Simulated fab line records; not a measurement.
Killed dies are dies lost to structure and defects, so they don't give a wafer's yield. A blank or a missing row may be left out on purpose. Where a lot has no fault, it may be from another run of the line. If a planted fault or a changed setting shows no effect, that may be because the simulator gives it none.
fab line records	flow rit_cmos
record lots=5	wafers=15	last_day=6
route steps=202 shown CONTACT@183 M1@184
lots with no fault: from the same line, run without faults
start_h: start of the lot's first displayed wafer, in hours after the record's first day	wait_h: hours from the lot's prior step to this one	" identical to the entry in the row above	L1.1+2: a single row standing in for several wafers	- value missing, or start not given	* or withheld: withheld	< > ~ a bound
route shown NAME@n: names a module that has steps shown in the file, with the first one's number in the route	usual: the fault-free wafers' mean and standard deviation	same: alike in all rows	chamber/n: place in a boat	sites: readings site by site	_std_site: standard deviation across them	_edge_site: mean of outer sites minus mean of inner sites	radius_mm: how far each site lies from the wafer's centre	mask NAME#n: copy n	behind: the most recent tool/chamber to have shaped the wafer	hold: why the lot was held/for how many hours/how that ended	device: the n, p or np transistor that did not switch	end of line: tests run on the same wafers once the route is complete	a step given without rows: its recipe and nothing more	killed: not the wafer's yield, but the dies lost to structure and defects at the first sort	map: a wafer's dies, marking killed ones x, the rest . and places with no die _
set.NAME: the setting as run; set.NAME@STEP: as run at that earlier step	model.NAME: the simulator's own value behind a step, which no gauge read
a table for each step, a row for each wafer; lots at some steps of the route
services: the hour from which a tool's chamber was out of use, counted from the record's first day as start_h (under 0 if before that day), plus the number of hours and why
## steps
# step RIT_CONTACT_CLEAN_14
# recipe chemistry=SC2	mix=3:3:50	time_s=600	temp_c=75	dry=n2_spin
# same time_s=600
lot.wafer	tool	chamber	start_h	wait_h
L076.2+3+6	wet_bench-04	1	63.35	0.0
L082.1+5+6	wet_bench-04	0	93.42	0.0
L087.1+3+5	wet_bench-02	2	118.81	0.0
L089.3+4+6	wet_bench-04	3	130.83	0.0
L091.3+4+5	wet_bench-04	1	138.09	0.0
# step RIT_M1_SPUTTER_00
# recipe material=Al	target_thk_nm=400	power_w=2000	chamber_pressure_pa=0.4	gas=Ar	time_s=500	substrate_temp_c=25
# usual throttle_valve_pct=29.7/0.69
# same time_s=500
lot.wafer	tool	chamber	start_h	wait_h	throttle_valve_pct
L076.2	pvd_sputter-03	-	63.53	0.0	28.6
L076.3	"	-	"	"	30.6
L076.6	"	-	"	"	31.0
L082.1	pvd_sputter-03	-	93.61	0.0	30.6
L082.5	"	-	"	"	30.7
L082.6	"	-	"	"	30.6
L087.1	pvd_sputter-04	-	119.02	0.0	29.2
L087.3	"	-	"	"	29.5
L087.5	"	-	"	"	30.0
L089.3	pvd_sputter-04	-	131.01	0.0	29.4
L089.4	"	-	"	"	29.2
L089.6	"	-	"	"	29.4
L091.3	pvd_sputter-03	-	138.27	0.0	30.8
L091.4	"	-	"	"	30.3
L091.5	"	-	"	"	30.9
# step RIT_M1_RS_MEAS_01
# recipe thk_meas_gauge=four-point-probe	reads=Al_of_M1_SPUTTER_00
# usual M1_AL_RS=0.0734/0.00075
lot.wafer	tool	chamber	start_h	wait_h	M1_AL_RS[ohm/sq]
L076.2	film_metro-03	-	63.84	0.2	0.0737
L076.3	"	-	"	"	0.0731
L076.6	"	-	"	"	0.0725
L082.1	film_metro-01	-	93.91	0.1	0.0720
L082.5	"	-	"	"	0.0721
L082.6	"	-	"	"	0.0724
L087.1	film_metro-02	-	119.32	0.1	0.0735
L087.3	"	-	"	"	0.0732
L087.5	"	-	"	"	0.0735
L089.3	film_metro-02	-	131.34	0.2	0.0738
L089.4	"	-	"	"	0.0741
L089.6	"	-	"	"	0.0745
L091.3	film_metro-03	-	138.60	0.2	0.0728
L091.4	"	-	"	"	0.0722
L091.5	"	-	"	"	0.0727
# step RIT_M1_THK_MEAS_02
# recipe thk_meas_gauge=xrf	reads=Al_of_M1_SPUTTER_00
# usual M1_AL_THK=397/4.9
lot.wafer	tool	chamber	start_h	wait_h	M1_AL_THK[nm]
L076.2	film_metro-03	-	63.95	0.1	394
L076.3	"	-	"	"	396
L076.6	"	-	"	"	401
L082.1	film_metro-01	-	94.03	0.1	405
L082.5	"	-	"	"	407
L082.6	"	-	"	"	403
L087.1	film_metro-02	-	119.44	0.1	397
L087.3	"	-	"	"	401
L087.5	"	-	"	"	400
L089.3	film_metro-02	-	131.44	0.1	399
L089.4	"	-	"	"	396
L089.6	"	-	"	"	392
L091.3	film_metro-03	-	138.70	0.1	400
L091.4	"	-	"	"	402
L091.5	"	-	"	"	400
# step RIT_M1_HMDS_03
# recipe prime_time_s=60	prime_temp_c=140
lot.wafer	tool	chamber	start_h	wait_h
L076.2+3+6	litho_track-02	0	64.03	0.1
L082.1+5+6	litho_track-04	0	94.09	0.1
L087.1+3+5	litho_track-02	0	119.59	0.1
L089.3+4+6	litho_track-02	0	131.53	0.1
L091.3+4+5	litho_track-01	0	138.79	0.1
# step RIT_M1_COAT_04
# recipe resist=NOVOLAK	spin_rpm=2000	resist_thk_nm=1300
# usual dispense_pressure_kPa=49/3.4
lot.wafer	tool	chamber	start_h	wait_h	dispense_pressure_kPa
L076.2	litho_track-02	0	64.18	0.1	53
L076.3	"	0	"	"	53
L076.6	"	0	"	"	53
L082.1	litho_track-04	0	94.24	0.1	48
L082.5	"	0	"	"	48
L082.6	"	0	"	"	48
L087.1	litho_track-02	0	119.74	0.1	53
L087.3	"	0	"	"	53
L087.5	"	0	"	"	53
L089.3	litho_track-02	0	131.68	0.1	53
L089.4	"	0	"	"	53
L089.6	"	0	"	"	53
L091.3	litho_track-01	0	138.94	0.1	45
L091.4	"	0	"	"	45
L091.5	"	0	"	"	45
# step RIT_M1_SOFTBAKE_05
# recipe resist=NOVOLAK	temp_c=90	time_s=60
# same time_s=60
lot.wafer	tool	chamber	start_h	wait_h
L076.2+3+6	litho_track-02	0	64.33	0.1
L082.1+5+6	litho_track-04	0	94.39	0.1
L087.1+3+5	litho_track-02	0	119.89	0.1
L089.3+4+6	litho_track-02	0	131.83	0.1
L091.3+4+5	litho_track-01	0	139.09	0.1
# step RIT_M1_EXPOSE_06
# recipe mask_id=M12	na=0.6	source_shape=conventional	sigma_outer=0.5	target_cd_nm=2600	dose_mj=250
# usual stage_vel_mm_s=500.03/0.25
lot.wafer	tool	chamber	start_h	wait_h	mask	stage_vel_mm_s
L076.2	iline_stepper-01	0	64.60	0.2	M12#0	500.51
L076.3	"	0	"	"	M12#0	500.13
L076.6	"	0	"	"	M12#0	500.48
L082.1	iline_stepper-01	0	94.66	0.2	M12#0	500.19
L082.5	"	0	"	"	M12#0	499.66
L082.6	"	0	"	"	M12#0	499.94
L087.1	iline_stepper-01	0	120.04	0.1	M12#0	499.82
L087.3	"	0	"	"	M12#0	499.89
L087.5	"	0	"	"	M12#0	499.85
L089.3	iline_stepper-02	0	131.97	0.1	M12#0	500.16
L089.4	"	0	"	"	M12#0	500.30
L089.6	"	0	"	"	M12#0	499.95
L091.3	iline_stepper-01	0	139.36	0.2	M12#0	500.33
L091.4	"	0	"	"	M12#0	499.53
L091.5	"	0	"	"	M12#0	500.06
# step RIT_M1_PEB_07
# recipe resist=NOVOLAK	temp_c=withheld	time_s=withheld
lot.wafer	tool	chamber	start_h	wait_h
L076.2+3+6	litho_track-01	0	64.72	0.1
L082.1+5+6	litho_track-04	0	94.78	0.1
L087.1+3+5	litho_track-02	0	120.15	0.1
L089.3+4+6	litho_track-01	0	132.10	0.1
L091.3+4+5	litho_track-01	0	139.48	0.1
# step RIT_M1_DEVELOP_08
# recipe resist=NOVOLAK	develop_time_s=68	dev_temp_c=22.36
lot.wafer	tool	chamber	start_h	wait_h
L076.2+3+6	litho_track-01	0	-	-
L082.1+5+6	litho_track-04	0	-	-
L087.1+3+5	litho_track-02	0	-	-
L089.3+4+6	litho_track-01	0	-	-
L091.3+4+5	litho_track-01	0	-	-
# step RIT_M1_CD_MEAS_09
# recipe target_cd_nm=2600
# usual cd_nm=2600.8/1.8
lot.wafer	tool	chamber	start_h	wait_h	cd_nm
L076.2	cd_sem-01	-	65.03	-	2603.9
L076.3	"	-	"	"	2602.7
L076.6	"	-	"	"	2604.1
L082.1	cd_sem-01	-	95.09	-	2598.9
L082.5	"	-	"	"	2597.9
L082.6	"	-	"	"	2599.1
L087.1	cd_sem-01	-	120.47	-	2600.4
L087.3	"	-	"	"	2599.5
L087.5	"	-	"	"	2601.3
L089.3	cd_sem-02	-	132.40	-	2598.7
L089.4	"	-	"	"	2600.0
L089.6	"	-	"	"	2598.2
L091.3	cd_sem-01	-	139.79	-	2598.0
L091.4	"	-	"	"	2599.2
L091.5	"	-	"	"	2596.3
# step RIT_M1_OVL_MEAS_10
# usual M1_OVL=0.5/1.5
lot.wafer	tool	chamber	start_h	wait_h	M1_OVL[nm]
L076.2	overlay-02	-	65.13	0.1	1.1
L076.3	"	-	"	"	0.0
L076.6	"	-	"	"	2.3
L082.1	overlay-02	-	95.21	0.1	1.6
L082.5	"	-	"	"	-0.4
L082.6	"	-	"	"	-1.0
L087.1	overlay-02	-	120.59	0.1	1.8
L087.3	"	-	"	"	1.4
L087.5	"	-	"	"	0.9
L089.3	overlay-01	-	132.49	0.1	2.4
L089.4	"	-	"	"	0.4
L089.6	"	-	"	"	2.6
L091.3	overlay-02	-	139.88	0.1	-2.6
L091.4	"	-	"	"	-4.0
L091.5	"	-	"	"	-2.8
# step RIT_M1_HARDBAKE_11
# recipe resist=NOVOLAK	temp_c=140	time_s=120
# same time_s=120
lot.wafer	tool	chamber	start_h	wait_h
L076.2+3+6	litho_track-04	0	65.20	0.1
L082.1+5+6	litho_track-02	0	95.25	0.0
L087.1+3+5	litho_track-02	0	120.62	0.0
L089.3+4+6	litho_track-02	0	132.60	0.1
L091.3+4+5	litho_track-04	0	139.99	0.1
# step RIT_M1_METAL_ETCH_12
# recipe stop_on=SiO2	chemistry=Cl2/BCl3	target=Al	time_s=165	over_etch_frac=0.5411	pressure_mtorr=100	target_depth_a=6000	rf_w=250	Cl2_flow_sccm=60	bcl3_flow_sccm=50
# usual drypump_motor_current_A=5.9/0.58	mfc_cl2_sccm=59.99/0.19	oes_product_au=0.760/0.012	throttle_valve_pct=8.25/0.075
# same time_s=165
lot.wafer	tool	chamber	start_h	wait_h	drypump_motor_current_A	mfc_cl2_sccm	oes_product_au	rf_hours_counter_h	throttle_valve_pct
L076.2	rie_metal-03	0	65.41	0.2	6.4	60.12	0.771	36	8.17
L076.3	"	1	"	"	4.9	60.05	0.772	-	8.29
L076.6	"	0	"	"	6.4	60.08	0.776	-	8.16
L082.1	rie_metal-03	1	95.50	0.2	4.9	60.06	0.772	34	8.29
L082.5	"	0	"	"	6.3	59.87	0.773	-	8.16
L082.6	"	1	"	"	4.9	59.72	0.787	-	8.29
L087.1	rie_metal-02	0	120.87	0.2	5.8	59.86	0.767	1	8.26
L087.3	"	1	"	"	6.4	59.75	0.741	-	8.12
L087.5	"	0	"	"	5.8	60.07	0.761	-	8.26
L089.3	rie_metal-04	0	132.82	0.2	6.5	59.99	0.742	-	8.35
L089.4	"	1	"	"	5.4	59.69	0.758	-	8.30
L089.6	"	0	"	"	6.5	59.95	0.741	-	8.32
L091.3	rie_metal-04	0	140.21	0.2	6.5	59.70	0.757	-	8.32
L091.4	"	1	"	"	5.4	60.01	0.764	-	8.31
L091.5	"	1	"	"	5.4	60.31	0.763	-	8.29
# step RIT_M1_STRIP_13
# recipe chemistry=nmp	resist=NOVOLAK	temp_c=80	time_s=600	dry=n2_spin
# same time_s=600
lot.wafer	tool	chamber	start_h	wait_h
L076.2+3+6	wet_bench-02	3	65.58	0.1
L082.1+5+6	wet_bench-04	1	95.66	0.1
L087.1+3+5	wet_bench-01	2	121.04	0.1
L089.3+4+6	wet_bench-01	2	132.93	0.1
L091.3+4+5	wet_bench-02	0	140.32	0.1
# step RIT_M1_STRIP_14
# recipe chemistry=O2	time_s=180	platen_temp_c=withheld	power_w=500	pressure_mtorr=4000	o2_flow_sccm=4000
# usual drypump_motor_current_A=5.43/0.28
# same time_s=180
lot.wafer	tool	chamber	start_h	wait_h	drypump_motor_current_A	rf_hours_counter_h
L076.2	plasma_asher-02	0	65.75	0.0	4.98	45
L076.3	"	1	"	"	5.65	-
L076.6	"	1	"	"	5.65	-
L082.1	plasma_asher-03	1	95.85	0.0	5.39	45
L082.5	"	0	"	"	5.96	-
L082.6	"	1	"	"	5.38	-
L087.1	plasma_asher-04	1	121.21	0.0	5.28	33
L087.3	"	0	"	"	5.42	-
L087.5	"	1	"	"	5.27	-
L089.3	plasma_asher-03	1	133.16	0.1	5.38	-
L089.4	"	0	"	"	5.96	-
L089.6	"	0	"	"	5.94	-
L091.3	plasma_asher-04	0	140.55	0.1	5.41	-
L091.4	"	1	"	"	5.30	-
L091.5	"	1	"	"	5.31	-
# step RIT_M1_CD_MEAS_90
# recipe target_cd_nm=2600
# usual cd_nm=2600.6/2.1
lot.wafer	tool	chamber	start_h	wait_h	cd_nm
L076.2	cd_sem-01	-	65.95	0.1	2603.5
L076.3	"	-	"	"	2602.4
L076.6	"	-	"	"	2604.3
L082.1	cd_sem-01	-	96.03	0.1	2597.4
L082.5	"	-	"	"	2596.4
L082.6	"	-	"	"	2599.0
L087.1	cd_sem-01	-	121.39	0.1	2601.1
L087.3	"	-	"	"	2598.7
L087.5	"	-	"	"	2601.4
L089.3	cd_sem-02	-	133.32	0.1	2597.9
L089.4	"	-	"	"	2598.1
L089.6	"	-	"	"	2595.8
L091.3	cd_sem-02	-	140.71	0.1	2596.9
L091.4	"	-	"	"	2598.6
L091.5	"	-	"	"	2597.0
# step RIT_M1_ANNEAL_15
# recipe temp_c=450	time_s=1800	ambient=forming_gas_H2N2
# usual spike_tc_load_C=468.9/2	spike_tc_source_C=471/5.2	zone_power_load_pct=7.6/0.5	zone_power_source_pct=7.3/0.51
# same time_s=1800
lot.wafer	tool	chamber	start_h	wait_h	spike_tc_load_C	spike_tc_source_C	zone_power_load_pct	zone_power_source_pct
L076.2	-	-	66.05	0.1	468.5	471	8.5	7.6
L076.3	"	-	"	"	470.2	473	8.5	7.7
L076.6	"	-	"	"	468.5	472	8.5	7.8
L082.1	-	-	96.15	0.1	468.7	476	7.4	6.7
L082.5	"	-	"	"	466.5	476	7.2	6.7
L082.6	"	-	"	"	465.7	475	7.4	6.7
L087.1	-	-	121.51	0.1	467.3	475	7.4	6.6
L087.3	"	-	"	"	466.1	478	7.2	6.7
L087.5	"	-	"	"	466.6	476	7.5	6.6
L089.3	-	-	133.40	0.1	466.4	475	7.4	6.8
L089.4	"	-	"	"	466.7	478	7.4	6.6
L089.6	"	-	"	"	466.5	477	7.4	6.6
L091.3	-	-	141.10	0.4	471.4	464	7.4	7.7
L091.4	"	-	"	"	470.4	462	7.3	7.7
L091.5	"	-	"	"	470.0	466	7.4	7.7
# step RIT_M1_BOW_MEAS_16
# recipe mode=bow
# usual M1_BOW=17/7
lot.wafer	tool	chamber	start_h	wait_h	M1_BOW[um]
L076.2	film_metro-01	-	67.57	0.0	21
L076.3	"	-	"	"	9
L076.6	"	-	"	"	24
L082.1	film_metro-02	-	97.65	0.0	22
L082.5	"	-	"	"	23
L082.6	"	-	"	"	35
L087.1	film_metro-01	-	123.01	0.0	12
L087.3	"	-	"	"	16
L087.5	"	-	"	"	26
L089.3	film_metro-03	-	134.94	0.0	18
L089.4	"	-	"	"	3
L089.6	"	-	"	"	27
L091.3	film_metro-03	-	142.64	0.0	18
L091.4	"	-	"	"	14
L091.5	"	-	"	"	16
# step RIT_M1_PROBE_99
# usual defect_limited_yield=97.3/1.2	killed_at_contacts=0.1/0.25	killed_at_front_end=7/3.1	killed_dies=7/3.1	killed_open=3.6/2	killed_short=3.5/2	sort_bin_3_pad_short=0.2/0.25	sort_bin_5_function=1.5/0.87	sort_bin_6_memory=1.0/0.71	sort_n_pass=257/3.1	sort_yield_pct=97.3/1.2
# same gross_dies=264	killed_at_M0_to_M3=0	killed_at_M4_up=0	killed_at_back_side=0	killed_at_other=0
lot.wafer	tool	chamber	start_h	wait_h	defect_limited_yield[%]	killed_at_contacts	killed_at_front_end	killed_dies	killed_open	killed_short	sort_bin_3_pad_short[%]	sort_bin_5_function[%]	sort_bin_6_memory[%]	sort_n_pass	sort_yield_pct[%]
L076.2	prober-02	-	67.72	0.1	98.9	0	3	3	1	2	0	0.4	0.8	261	98.9
L076.3	prober-02	-	67.77	0.2	97.0	1	7	8	7	1	0	1.1	1.9	256	97.0
L076.6	prober-02	-	67.92	0.2	97.0	0	8	8	5	3	0	1.9	1.1	256	97.0
L082.1	prober-02	-	97.77	0.1	97.0	0	8	8	3	5	0.8	1.1	1.1	256	97.0
L082.5	prober-02	-	97.97	0.2	97.7	0	6	6	4	2	0	0.4	1.9	258	97.7
L082.6	prober-02	-	98.02	0.2	96.6	0	9	9	6	3	0	0.8	2.7	255	96.6
L087.1	prober-01	-	123.13	0.1	95.5	0	12	12	6	6	0	2.7	1.9	252	95.5
L087.3	prober-01	-	123.23	0.2	97.0	0	8	8	3	5	0	1.9	1.1	256	97.0
L087.5	prober-01	-	123.33	0.2	97.0	0	8	8	4	4	0	2.3	0.8	256	97.0
L089.3	prober-01	-	135.12	0.2	98.1	0	5	5	2	3	0.4	1.5	0	259	98.1
L089.4	prober-01	-	135.17	0.2	99.6	0	1	1	0	1	0	0.4	0	263	99.6
L089.6	prober-01	-	135.27	0.2	98.5	0	4	4	3	1	0	1.5	0	260	98.5
L091.3	prober-01	-	142.82	0.2	96.6	0	9	9	7	2	0	2.7	0.8	255	96.6
L091.4	prober-01	-	142.87	0.2	98.1	0	5	5	3	2	0	0.8	1.1	259	98.1
L091.5	prober-01	-	142.92	0.2	96.2	0	10	10	5	5	0	2.3	1.5	254	96.2
# killed by level:class
L076.2 GATE:geometric_particle:short=1 GATE:geometric_particle:open=1 SPACER:geometric_particle:short=1
L076.3 GATE:geometric_particle:open=4 FOX1:geometric_particle:open=1 REOX:geometric_particle:short=1 SPACER:geometric_particle:open=1 CONTACT:geometric_particle:open=1
L076.6 FOX1:geometric_particle:open=2 GATE:geometric_particle:short=2 GATE:geometric_particle:open=1 REOX:geometric_particle:open=1 SPACER:geometric_particle:short=1 SPACER:geometric_particle:open=1
L082.1 GATE:geometric_particle:short=2 GATE:geometric_particle:open=2 FOX1:geometric_particle:open=1 FOX1:geometric_particle:short=1 FOX2:geometric_particle:short=1 SPACER:geometric_particle:short=1
L082.5 GATE:geometric_particle:open=4 GATE:geometric_particle:short=2
L082.6 GATE:geometric_particle:open=4 GATE:geometric_particle:short=2 FOX1:geometric_particle:short=1 FOX1:geometric_particle:open=1 FOX2:geometric_particle:open=1
L087.1 FOX2:geometric_particle:short=3 GATE:geometric_particle:open=3 GATE:geometric_particle:short=2 FOX1:geometric_particle:short=1 FOX2:geometric_particle:open=1 SPACER:geometric_particle:open=1 SILICIDE:geometric_particle:open=1
L087.3 ACTIVE:geometric_particle:short=1 FOX1:geometric_particle:short=1 GATE:geometric_particle:open=1 GATE:geometric_particle:short=1 REOX:geometric_particle:short=1 SPACER:geometric_particle:open=1 SILICIDE:geometric_particle:open=1 SILICIDE:geometric_particle:short=1
L087.5 GATE:geometric_particle:open=2 FOX1:geometric_particle:short=1 FOX2:geometric_particle:short=1 FOX2:geometric_particle:open=1 REOX:geometric_particle:short=1 SPACER:geometric_particle:open=1 SILICIDE:geometric_particle:short=1
L089.3 GATE:geometric_particle:open=2 REOX:geometric_particle:short=2 SPACER:geometric_particle:short=1
L089.4 GATE:geometric_particle:short=1
L089.6 GATE:geometric_particle:open=3 SILICIDE:geometric_particle:short=1
L091.3 REOX:geometric_particle:open=3 GATE:geometric_particle:open=2 FOX1:geometric_particle:open=1 GATE:geometric_particle:short=1 SPACER:geometric_particle:short=1 SILICIDE:geometric_particle:open=1
L091.4 GATE:geometric_particle:open=2 FOX1:geometric_particle:open=1 FOX2:geometric_particle:short=1 GATE:geometric_particle:short=1
L091.5 REOX:geometric_particle:open=2 GATE:geometric_particle:short=2 REOX:geometric_particle:short=2 SPACER:geometric_particle:open=2 SILICIDE:geometric_particle:open=1 SILICIDE:geometric_particle:short=1
## services
tool	chamber	start_h	hours	kind
rie_metal-04	-	43.61	0.5	repair
plasma_asher-04	-	59.66	0.8	repair
iline_stepper-02	-	96.81	14.0	repair
plasma_asher-02	-	105.46	2.7	repair
iline_stepper-01	-	110.81	1.7	pm
furnace-01	-	119.41	23.6	repair
pvd_sputter-04	-	132.09	2.6	repair
rie_metal-03	-	136.12	20.0	pm
rie_metal-03	0	136.12	20.0	vent_cycle
rie_metal-03	1	136.12	20.0	vent_cycle
pvd_sputter-04	-	138.21	1.1	repair
## key
fault none
